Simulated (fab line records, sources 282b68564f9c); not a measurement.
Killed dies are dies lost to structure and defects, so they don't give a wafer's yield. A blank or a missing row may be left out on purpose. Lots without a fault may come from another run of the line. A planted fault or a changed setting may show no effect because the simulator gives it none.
Tool commonality check | flow rit_cmos | 13 lots, 39 wafers sampled

WHY IT WAS OPENED
At RIT_PSD_TW_MEAS_10 the reading PSD_TW is flagged on 1 of 13 lots. Wafers without a fault read 3420, standard deviation 15.
Rule: a lot is flagged when every wafer of it that has a number lies more than 4 standard deviations from that mean, or none has a number. The other lots count as sound.

lot  | measured    | on            | PSD_TW, wafer by wafer | flag
L661 | day 4 04:22 | film_metro-03 | 3428 3412 3420         |
L663 | day 4 09:31 | film_metro-03 | 3414 3400 3410         |
L665 | day 4 14:17 | film_metro-02 | 3413 3404 3413         |
L664 | day 4 15:56 | film_metro-02 | 3434 3413 3420         |
L667 | day 4 20:47 | film_metro-03 | 3444 3445 3407         |
L666 | day 4 22:25 | film_metro-04 | 3389 3385 3398         |
L670 | day 5 10:13 | film_metro-02 | 30 30 30               | FLAGGED
L672 | day 5 19:02 | film_metro-02 | 3433 3432 3435         |
L673 | day 6 00:40 | film_metro-02 | 3423 3433 3429         |
L679 | day 7 07:32 | film_metro-04 | 3411 3403 3386         |
L680 | day 7 08:14 | film_metro-02 | 3410 3411 3426         |
L681 | day 7 20:22 | film_metro-02 | 3420 3417 3422         |
L682 | day 7 21:42 | film_metro-03 | 3414 3432 3437         |
The numbers of the flagged lots are 30 on average: -3390 against the usual, or -99 or more standard deviations.

WHICH TOOL RAN EACH LOT
The record holds 1 process step before the reading, out of a route of 202 steps. In each cell: the tool, then ch and the chambers that the sampled wafers went through, then the start.
lot  | flag    | RIT_PSD_EXPOSE_03
L661 |         | iline_stepper-02 ch 0, day 4 03:27
L663 |         | iline_stepper-02 ch 0, day 4 08:25
L665 |         | iline_stepper-01 ch 0, day 4 13:15
L664 |         | iline_stepper-02 ch 0, day 4 15:02
L667 |         | iline_stepper-02 ch 0, day 4 19:41
L666 |         | iline_stepper-02 ch 0, day 4 21:29
L670 | FLAGGED | iline_stepper-02 ch 0, day 5 09:19
L672 |         | iline_stepper-01 ch 0, day 5 18:08
L673 |         | iline_stepper-01 ch 0, day 5 23:42
L679 |         | iline_stepper-02 ch 0, day 7 06:32
L680 |         | iline_stepper-02 ch 0, day 7 07:07
L681 |         | iline_stepper-01 ch 0, day 7 19:28
L682 |         | iline_stepper-02 ch 0, day 7 20:47
What these steps do:
- RIT_PSD_EXPOSE_03: exposes mask M10, target cd 40900 nm.
- RIT_PSD_TW_MEAS_10

FLAGGED OVER TOTAL, TOOL BY TOOL (the gauges that took the reading come last)
step               | tool             | lots run | flagged | share of the flagged lots | sound lots run after its first flagged lot
RIT_PSD_EXPOSE_03  | iline_stepper-01 | 4        | 0       | none                      | -
RIT_PSD_EXPOSE_03  | iline_stepper-02 | 9        | 1       | all                       | 3 (L679,L680,L682)
RIT_PSD_TW_MEAS_10 | film_metro-02    | 7        | 1       | all                       | 4 (L672,L673,L680,L681)
RIT_PSD_TW_MEAS_10 | film_metro-03    | 4        | 0       | none                      | -
RIT_PSD_TW_MEAS_10 | film_metro-04    | 2        | 0       | none                      | -

WHAT THE TABLE ALLOWS
2 rows of the table ran every flagged lot: iline_stepper-02 at RIT_PSD_EXPOSE_03, film_metro-02 at RIT_PSD_TW_MEAS_10.
- iline_stepper-02 at RIT_PSD_EXPOSE_03: 1 of its 9 lots flagged. Sound lots ran on it after the first flagged one (L679, L680, L682), which a lasting fault on the whole tool wouldn't allow.
- film_metro-02 at RIT_PSD_TW_MEAS_10: 1 of its 7 lots flagged. Sound lots ran on it after the first flagged one (L672, L673, L680, L681), which a lasting fault on the whole tool wouldn't allow.
No row of the table ran every flagged lot and no sound lot after the first.

WHAT THE SIMULATOR HAD PUT IN
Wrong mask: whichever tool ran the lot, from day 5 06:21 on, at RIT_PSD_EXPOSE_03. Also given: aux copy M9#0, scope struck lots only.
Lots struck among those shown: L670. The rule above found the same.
